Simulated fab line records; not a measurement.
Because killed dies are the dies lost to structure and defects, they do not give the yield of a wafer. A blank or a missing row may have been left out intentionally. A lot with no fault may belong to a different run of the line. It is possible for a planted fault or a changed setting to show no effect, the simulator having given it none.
Struck lot and sound lot, side by side | flow rit cmos | 16 out of 202 route steps
Sound: the wafers L818.3, L818.5, L818.6. Struck: wafers L825.1, L825.4, L825.5. The cause is given at the end.
Per side, at each step with rows, come the tool, then ch with its chambers, and then its first start. Under that, the readings that differ: sound wafers | struck wafers | difference of the means | sigmas: that difference in standard deviations of wafers without a fault.
alike: words and numbers the same on both sides, and readings whose means are apart by under 2 such deviations; not compared: readings that were withheld, readings missing a value for some wafer, numbers with overlapping values and no deviation given by the record, and bounds like >300 which may hide the same value.
A row with sigmas, a row that says differs or no value, or rows on one side alone: a step with any of these is where the two part. Numbers that don't overlap but have no deviation are shown without sigmas and don't part them. A reading missing from all wafers of one side parts the sides only when that side holds two or more wafers.

first, 2 steps without rows for these wafers: RIT_NRETRO_HARDBAKE_07 (time 120 s); RIT_NRETRO_IMPLANT_08.
RIT_NRETRO_STRIP_09: strips in O2, time 180 s.
  sound on plasma asher-04 ch 0,1, day 3 17:11; struck on plasma asher-02 ch 0,1, day 5 04:10
  alike: drypump motor current A
  not compared: rf hours counter h
RIT_NRETRO_TW_MEAS_10:
  sound on film metro-03 at day 3 17:20; struck on film metro-02 at day 5 04:20
  alike: NRETRO_TW
then, 6 steps without rows for these wafers: RIT_PRETRO_HMDS_00 (prime time 60 s); RIT_PRETRO_COAT_01 (resist thk 1300 nm); RIT_PRETRO_SOFTBAKE_02 (time 60 s); RIT_PRETRO_EXPOSE_03 (exposes mask M5, target cd 43700 nm); RIT_PRETRO_PEB_04; RIT_PRETRO_DEVELOP_05 (develop time 68 s).
RIT_PRETRO_OVL_MEAS_06:
  sound on overlay-01 at day 3 18:16; struck on overlay-02 at day 5 05:24
  alike: PRETRO_OVL
then, 1 step without rows for these wafers: RIT_PRETRO_HARDBAKE_07 (time 120 s).
RIT_PRETRO_IMPLANT_08:
  sound on implanter-03 ch 0, day 3 18:35; struck on implanter-03 ch 0, day 5 05:41
  reading            | sound                            | struck                       | difference | sigmas
  dose ions cm2      | 1.1993e+13 1.2006e+13 1.2011e+13 | 6.612e+12 6.594e+12 6.61e+12 | -5.398e+12 | -99 or more
  faraday current uA | 38.9 37.0 37.4                   | 21.0 20.8 21.7               | -16.6      | -23
  alike: beam on s, tilt deg
RIT_PRETRO_STRIP_09: strips in O2, time 180 s.
  sound on plasma asher-02 ch 0,1, day 3 18:45; struck on plasma asher-02 ch 1, day 5 05:50
  alike: drypump motor current A
  not compared: rf hours counter h
RIT_PRETRO_TW_MEAS_10:
  sound on film metro-01 at day 3 18:53; struck on film metro-01 at day 5 06:14
  reading   | sound       | struck      | difference | sigmas
  PRETRO_TW | 473 473 474 | 391 390 391 | -83        | -24
  not compared: hold
RIT_M1_PROBE_99:
  sound on prober-01 at day 4 23:09; struck on prober-02 at day 6 19:52
  reading            | sound | struck | difference | sigmas
  killed_at_M0_to_M3 | 1 0 0 | 0 0 0  | +0         | -2
  alike: killed at front end, killed dies, killed open, killed short

WHERE THEY PART
First at RIT_PRETRO_IMPLANT_08; last, within this record, at RIT_M1_PROBE_99.

WHY: the cause the simulator had injected
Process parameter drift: implanter-03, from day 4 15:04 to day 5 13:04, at RIT_PRETRO_IMPLANT_08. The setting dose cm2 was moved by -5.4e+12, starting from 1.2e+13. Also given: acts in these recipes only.
